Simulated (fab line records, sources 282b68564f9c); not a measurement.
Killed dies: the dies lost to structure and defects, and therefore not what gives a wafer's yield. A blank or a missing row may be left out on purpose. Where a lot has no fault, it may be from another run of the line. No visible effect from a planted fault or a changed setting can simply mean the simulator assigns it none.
The tool behind it: which one? :: flow rit_cmos :: 45 wafers from 15 lots sampled at 2 of the route's 202 steps

## WHAT EACH GAUGE READ, for each wafer
RIT_PRETRO_TW_MEAS_10.
lot: L153
measured: day 2 09:19
on: film_metro-04
PRETRO_TW: 474 473 471

lot: L154
measured: day 2 13:56
on: film_metro-02
PRETRO_TW: 475 475 478

lot: L158
measured: day 3 11:31
on: film_metro-04
PRETRO_TW: 475 472 473

lot: L159
measured: day 3 19:43
on: film_metro-01
PRETRO_TW: 465 464 467

lot: L161
measured: day 4 01:44
on: film_metro-02
PRETRO_TW: 505 503 507

lot: L162
measured: day 4 09:50
on: film_metro-01
PRETRO_TW: 495 495 494

lot: L164
measured: day 4 16:10
on: film_metro-02
PRETRO_TW: 505 504 505

lot: L167
measured: day 5 11:03
on: film_metro-02
PRETRO_TW: 474 476 476

lot: L168
measured: day 5 13:46
on: film_metro-01
PRETRO_TW: 467 465 467

lot: L170
measured: day 6 02:45
on: film_metro-01
PRETRO_TW: 468 469 470

lot: L172
measured: day 6 17:09
on: film_metro-01
PRETRO_TW: 468 469 467

lot: L173
measured: day 6 23:08
on: film_metro-02
PRETRO_TW: 478 476 478

lot: L174
measured: day 7 04:14
on: film_metro-04
PRETRO_TW: 473 471 474

lot: L175
measured: day 7 10:37
on: film_metro-01
PRETRO_TW: 463 463 467

lot: L176
measured: day 7 15:48
on: film_metro-01
PRETRO_TW: 468 464 465

## WHICH TOOL RAN EACH LOT (tool, then ch and the chambers of the sampled wafers, then the start)
lot: L153
RIT_PRETRO_IMPLANT_08: implanter-04 ch 0, day 2 08:59

lot: L154
RIT_PRETRO_IMPLANT_08: implanter-03 ch 0, day 2 13:37

lot: L158
RIT_PRETRO_IMPLANT_08: implanter-01 ch 0, day 3 11:11

lot: L159
RIT_PRETRO_IMPLANT_08: implanter-03 ch 0, day 3 19:26

lot: L161
RIT_PRETRO_IMPLANT_08: implanter-03 ch 0, day 4 01:26

lot: L162
RIT_PRETRO_IMPLANT_08: implanter-03 ch 0, day 4 09:31

lot: L164
RIT_PRETRO_IMPLANT_08: implanter-03 ch 0, day 4 15:52

lot: L167
RIT_PRETRO_IMPLANT_08: implanter-01 ch 0, day 5 10:46

lot: L168
RIT_PRETRO_IMPLANT_08: implanter-01 ch 0, day 5 13:26

lot: L170
RIT_PRETRO_IMPLANT_08: implanter-04 ch 0, day 6 02:27

lot: L172
RIT_PRETRO_IMPLANT_08: implanter-04 ch 0, day 6 16:52

lot: L173
RIT_PRETRO_IMPLANT_08: implanter-01 ch 0, day 6 22:49

lot: L174
RIT_PRETRO_IMPLANT_08: implanter-04 ch 0, day 7 03:56

lot: L175
RIT_PRETRO_IMPLANT_08: implanter-01 ch 0, day 7 10:19

lot: L176
RIT_PRETRO_IMPLANT_08: implanter-01 ch 0, day 7 15:29
- RIT_PRETRO_IMPLANT_08

## WHAT THE TOOLS THEMSELVES READ (means of the sampled wafers that have a number; where no wafer has one, the mark that the record gives instead)
RIT_PRETRO_IMPLANT_08.
lot: L153
tool: implanter-04
beam_on_s (s): 10.13
end_station_pressure_torr (Torr): 5.09e-06
faraday_current_uA: 37.6

lot: L154
tool: implanter-03
beam_on_s (s): 10.15
end_station_pressure_torr (Torr): 5.05e-06
faraday_current_uA: 37.6

lot: L158
tool: implanter-01
beam_on_s (s): 9.94
end_station_pressure_torr (Torr): 5.14e-06
faraday_current_uA: 38.4

lot: L159
tool: implanter-03
beam_on_s (s): 9.93
end_station_pressure_torr (Torr): 5.28e-06
faraday_current_uA: 38.4

lot: L161
tool: implanter-03
beam_on_s (s): 12.26
end_station_pressure_torr (Torr): 9.70e-05
faraday_current_uA: 31.4

lot: L162
tool: implanter-03
beam_on_s (s): 12.26
end_station_pressure_torr (Torr): 9.33e-05
faraday_current_uA: 31.4

lot: L164
tool: implanter-03
beam_on_s (s): 12.14
end_station_pressure_torr (Torr): 9.17e-05
faraday_current_uA: 31.6

lot: L167
tool: implanter-01
beam_on_s (s): 9.81
end_station_pressure_torr (Torr): 5.25e-06
faraday_current_uA: 38.9

lot: L168
tool: implanter-01
beam_on_s (s): 9.86
end_station_pressure_torr (Torr): 4.83e-06
faraday_current_uA: 38.6

lot: L170
tool: implanter-04
beam_on_s (s): 10.08
end_station_pressure_torr (Torr): 5.16e-06
faraday_current_uA: 37.8

lot: L172
tool: implanter-04
beam_on_s (s): 9.79
end_station_pressure_torr (Torr): 5.10e-06
faraday_current_uA: 38.9

lot: L173
tool: implanter-01
beam_on_s (s): 9.87
end_station_pressure_torr (Torr): 4.84e-06
faraday_current_uA: 38.6

lot: L174
tool: implanter-04
beam_on_s (s): 9.86
end_station_pressure_torr (Torr): 5.05e-06
faraday_current_uA: 38.7

lot: L175
tool: implanter-01
beam_on_s (s): 9.97
end_station_pressure_torr (Torr): 4.98e-06
faraday_current_uA: 38.2

lot: L176
tool: implanter-01
beam_on_s (s): 9.85
end_station_pressure_torr (Torr): 5.02e-06
faraday_current_uA: 38.5

## THE ANSWER, worked out from the rows above alone
Rule: the lots themselves supply what counts as usual. Put in order of their means at a reading, lots are off if they are a third of the lots or fewer, leave a main group of 4 or more, and stand apart from it by a gap of 3 or more times the standard deviation of the main group's means; of several such gaps the widest counts. A main group is skipped when, at the precision printed for the reading in the tables above, its means are all equal. Also off: a lot with no number at a reading for which 4 or more lots have one. The other lots that the step has rows for count as sound. The gauges are gone through in route order, then the tools' own readings, and for those a lot's mean is taken as printed above. The first step at which some lot is off is used, and at that step the reading that is off furthest; a lot without a number counts as furthest.
Off: L161, L162, L164, at RIT_PRETRO_TW_MEAS_10 (PRETRO_TW). For the main group the mean is 470 and the standard deviation 4.4.
If a tool, at a process step before that reading, ran all the lots that are off and no sound lot after the first of them, it fits. Not tried: the gauges at RIT_PRETRO_TW_MEAS_10; whatever is off there is also off at RIT_PRETRO_IMPLANT_08, on other tools, and gauge error can't account for it. One fits: RIT_PRETRO_IMPLANT_08 on implanter-03. A fault onset in the window from L159 (day 3 19:26, its last sound lot) to L161 (day 4 01:26, its first lot off) fits.
The tool's own readings at RIT_PRETRO_IMPLANT_08 bear it out: on the lots that are off they differ by more than 5 times the standard deviation of the sound lots' means. beam_on_s reads 12.22 s there against 9.94 s on the sound lots; end_station_pressure_torr reads 9.40e-05 Torr there against 5.07e-06 Torr on the sound lots; faraday_current_uA reads 31.5 there against 38.4 on the sound lots.

## WHAT THE SIMULATOR PUT IN
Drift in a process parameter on implanter-03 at RIT_PRETRO_IMPLANT_08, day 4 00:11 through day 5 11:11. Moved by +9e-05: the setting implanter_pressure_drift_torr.
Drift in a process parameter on implanter-03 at RIT_PRETRO_IMPLANT_08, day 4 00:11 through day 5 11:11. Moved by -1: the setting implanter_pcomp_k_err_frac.
Struck lots among those shown: L161, L162, L164. The rule given above showed the same thing.
